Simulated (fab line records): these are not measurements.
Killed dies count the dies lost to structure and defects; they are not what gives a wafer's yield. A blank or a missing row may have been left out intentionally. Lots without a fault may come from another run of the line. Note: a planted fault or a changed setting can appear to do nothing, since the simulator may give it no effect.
Split-lot experiment | flow berkeley_cmos170 | route with 331 steps; 5 lots, 23 wafers read

SPLIT DETAILS
At UCB170_NWELL_COAT_07 (resist thk 900 nm), the setting resist_thk_nm was moved away from the recipe's 900 nm on 7 of the 23 wafers read, by -5.4% to -3.1%. This setting was run at the recipe's value on the other wafers.

FROM THE SPLIT TO THE READING: what the file shows between them, 3 steps
- UCB170_NWELL_SOFTBAKE_08: time 60 s
- UCB170_NWELL_EXPOSE_09: exposes mask NWELL, target cd 3000 nm
- UCB170_NWELL_DEVELOP_11: develop time 45 s

THE READING
KrF_of_NWELL_COAT_07.thk_nm (the simulator's own value, which no gauge read), in nm, at UCB170_NWELL_ETCH_13 (etches Si3N4 in CH3F/Ar/O2, stops on SiO2, target depth 246.4 nm, time 154 s). There is no usual value for it anywhere in the file. The 16 wafers here that ran the recipe average 721.2 nm, standard deviation 2.8 nm.

wafer  | tool, chamber at the split | resist_thk_nm as run, nm | against the recipe | KrF_of_NWELL_COAT_07.thk_nm, nm | against lot-mates on the recipe
L074.1 | litho_track-01, 0          | 900                      | recipe             | 722.8                           | -
L074.3 | litho_track-01, 0          | 851.4                    | -5.4%              | 672                             | -51.2
L074.4 | litho_track-01, 0          | 851.4                    | -5.4%              | 675.5                           | -47.7
L074.5 | litho_track-01, 0          | 900                      | recipe             | 723.8                           | -
L074.6 | litho_track-01, 0          | 900                      | recipe             | 723                             | -
L080.2 | litho_track-01, 0          | 900                      | recipe             | 724.4                           | -
L080.3 | litho_track-01, 0          | 900                      | recipe             | 724.9                           | -
L080.4 | litho_track-01, 0          | 900                      | recipe             | 718.5                           | -
L080.5 | litho_track-01, 0          | 900                      | recipe             | 720.3                           | -
L080.6 | litho_track-01, 0          | 900                      | recipe             | 721.5                           | -
L081.2 | litho_track-03, 0          | 872.5                    | -3.1%              | 693                             | -28.9
L081.3 | litho_track-03, 0          | 872.5                    | -3.1%              | 690.9                           | -31.0
L081.4 | litho_track-03, 0          | 900                      | recipe             | 726.7                           | -
L081.5 | litho_track-03, 0          | 872.5                    | -3.1%              | 693.7                           | -28.1
L081.6 | litho_track-03, 0          | 900                      | recipe             | 717                             | -
L082.1 | litho_track-02, 0          | 860.4                    | -4.4%              | 681.3                           | -38.4
L082.2 | litho_track-02, 0          | 900                      | recipe             | 720.6                           | -
L082.4 | litho_track-02, 0          | 900                      | recipe             | 719.1                           | -
L082.5 | litho_track-02, 0          | 900                      | recipe             | 719.5                           | -
L082.6 | litho_track-02, 0          | 860.4                    | -4.4%              | 681.2                           | -38.5
L084.1 | litho_track-03, 0          | 900                      | recipe             | 718.9                           | -
L084.5 | litho_track-03, 0          | 900                      | recipe             | 721.1                           | -
L084.6 | litho_track-03, 0          | 900                      | recipe             | 716.8                           | -

THE FIT
A straight line over all 23 wafers: KrF_of_NWELL_COAT_07.thk_nm changes by +8.98 nm for each +1% of resist_thk_nm; r = +0.99; the points scatter about the line by 2.6 nm.
The same after taking each lot's own level away (the mean of its wafers on the recipe; 23 wafers): +9.11 nm for each +1%; r = +0.99; scatter 2.3 nm.
On that fit, the largest move of resist_thk_nm shifts the reading by 49 nm.
The lots' own levels span 718.93 to 723.20 nm, that is 1.5 times the standard deviation above.
Consequently the slope shifts little with the lot-to-lot level, the two slopes agreeing.
Check: with one of the wafers moved furthest among these (-5.4%) left out of the fit, the line predicts -48.7 nm for it against its lot-mates. It came out at -51.2 nm against them.

OTHER SPLITS APPLIED TO THESE WAFERS
Note: prior to the reading, these wafers also went through further splits. Each is held against what the fit with the lots' levels taken away leaves over:
other split on the same wafers   | wafers away from the commonest value | r with KrF_of_NWELL_COAT_07.thk_nm (lot level and that fit taken away)
UCB170_START_OXIDATION_02 temp_c | 15                                   | +0.04

THE WHOLE CHAIN: every reading that the file lists as answering this split, in the file's order
step                  | what it does                                                                 | reading                                                                      | change (the file's fit)              | r (the file's)
UCB170_NWELL_COAT_07  | resist thk 900 nm                                                            | KrF_of_NWELL_COAT_07.thk_nm (the simulator's own value, which no gauge read) | +9.16 nm for each +1% of the setting | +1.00
UCB170_NWELL_ETCH_13  | etches Si3N4 in CH3F/Ar/O2, stops on SiO2, target depth 246.4 nm, time 154 s | KrF_of_NWELL_COAT_07.thk_nm (the simulator's own value, which no gauge read) | +9.09 nm for each +1% of the setting | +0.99
UCB170_NWELL_STRIP_15 | strips in O2                                                                 | strip_time_to_endpoint_s                                                     | withheld for each +1% of the setting | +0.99

FILE'S OWN FIT
KrF_of_NWELL_COAT_07.thk_nm changes by +9.09 nm for each +1% of resist_thk_nm, r = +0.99.
